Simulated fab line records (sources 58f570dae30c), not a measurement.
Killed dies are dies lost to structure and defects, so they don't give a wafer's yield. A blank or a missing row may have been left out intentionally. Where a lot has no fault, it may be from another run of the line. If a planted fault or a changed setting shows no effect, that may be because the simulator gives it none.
Problem report, 8D (eight disciplines) form, completed by code || flow berkeley-cmos170 || the parts of the form that need people (team, actions taken, sign-off) are left out

1. PROBLEM STATEMENT
NSD_TW at UCB170_NSD_TW_MEAS_10 reads a mean of 30 on 3 wafers of 1 lot; wafers without a fault read 4214 with a standard deviation of 28. That is -99 or more standard deviations from the usual mean.
First observed at day 7 19:36: wafer L966.1, on film-metro-03. The record holds 39 wafers of 13 lots with a number at this step. By rule, "out" or "out of limits" means more than 4 standard deviations away from the usual mean. All remaining wafers that have a number are taken as sound.

2. WHAT IT IS, WHAT IT ISN'T
{"question": "which readings at this step", "is": "NSD_TW", "is not": "-"}
{"question": "which lots", "is": "L966", "is not": "L960, L961, L964, L967, L972, L973, L974, L976, L978, L979, L981, L982"}
{"question": "which wafers of those lots", "is": "all that have a number", "is not": "-"}
{"question": "read on which gauges", "is": "film-metro-03", "is not": "film-metro-01, film-metro-02"}
{"question": "when", "is": "from day 7 19:36", "is not": "up to then (9 sound wafers); but 27 sound wafers of L967, L972, L973, L974, L976, L978, L979, L981, L982 came after"}

3. SUSPECTS, AND WHAT RULES EACH OUT
Counting: a tool stays on the suspect list if, at a process step up to the reading, it processed all lots that are out and no sound lot following the first of them.
- the gauge at UCB170_NSD_TW_MEAS_10 has been ruled out. All the wafers that are out were read on film-metro-03, but those of them that UCB170_PSD_STRIP_09 has rows for are out there too, on other tools.
- plasma-asher-02 at UCB170_PSD_STRIP_09 (strips in O2): ruled out as a lasting fault. Following L966 (day 7 17:53), the first lot on it that is out, the sound lots L981, L982 were run on it.
- plasma-asher-01 at UCB170_NSD_STRIP_09 (strips in O2): ruled out as a lasting fault. Following L966 (day 7 19:30), the first lot on it that is out, the sound lots L967, L973, L979, L981 were run on it.
Left after counting: nothing in the record.

4. THE CAUSE (what the simulator had put in)
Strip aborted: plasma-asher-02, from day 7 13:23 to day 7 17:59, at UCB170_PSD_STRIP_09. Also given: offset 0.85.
The count ruled it out by mistake, since the rule takes a fault to strike every lot its tool runs from the start of the fault on, and this one did not do so.

5. THE EFFECT CHAIN, in route order
One row per reading whose mean, taken over the struck wafers that have a number, lies over 3 standard deviations from the usual. Scope: only readings with a usual standard deviation given in the record; hours: median across lots of the time from each lot's start at the first step in this table that gives one to its start at this step; sigmas: change in usual standard deviations.
{"hours": 0, "step": "UCB170_PSD_STRIP_09", "reading": "oes-product-au", "usual": "0.600 a.u.", "on struck wafers": 0.438, "change": -0.162, "sigmas": -38}
{"hours": 2, "step": "UCB170_NSD_STRIP_09", "reading": "oes-product-au", "usual": "0.534 a.u.", "on struck wafers": 0.605, "change": "+0.071", "sigmas": "+17"}
{"hours": 2, "step": "UCB170_NSD_STRIP_09", "reading": "strip-time-to-endpoint-s", "usual": "35.84 s", "on struck wafers": 56.32, "change": "+20.48", "sigmas": "+99 or more"}
{"hours": 2, "step": "UCB170_NSD_TW_MEAS_10", "reading": "NSD_TW", "usual": 4214, "on struck wafers": 30, "change": -4184, "sigmas": "-99 or more"}
The process steps in it:
- UCB170_PSD_STRIP_09: strips in O2.
- UCB170_NSD_STRIP_09: strips in O2.
Readings that are blank on the struck wafers while sound wafers have them: strip-time-to-endpoint-s at UCB170_PSD_STRIP_09.

6. WHAT WOULD HAVE CAUGHT IT SOONER
6 hours passed between the start of the fault at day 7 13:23 and the first reading out of limits at a measuring or inspecting step in this record, taken at day 7 19:36.
Tool's own readings at UCB170_PSD_STRIP_09, oes-product-au: out on all struck wafers the step has rows for; an alarm limit on them would have tripped on the first.
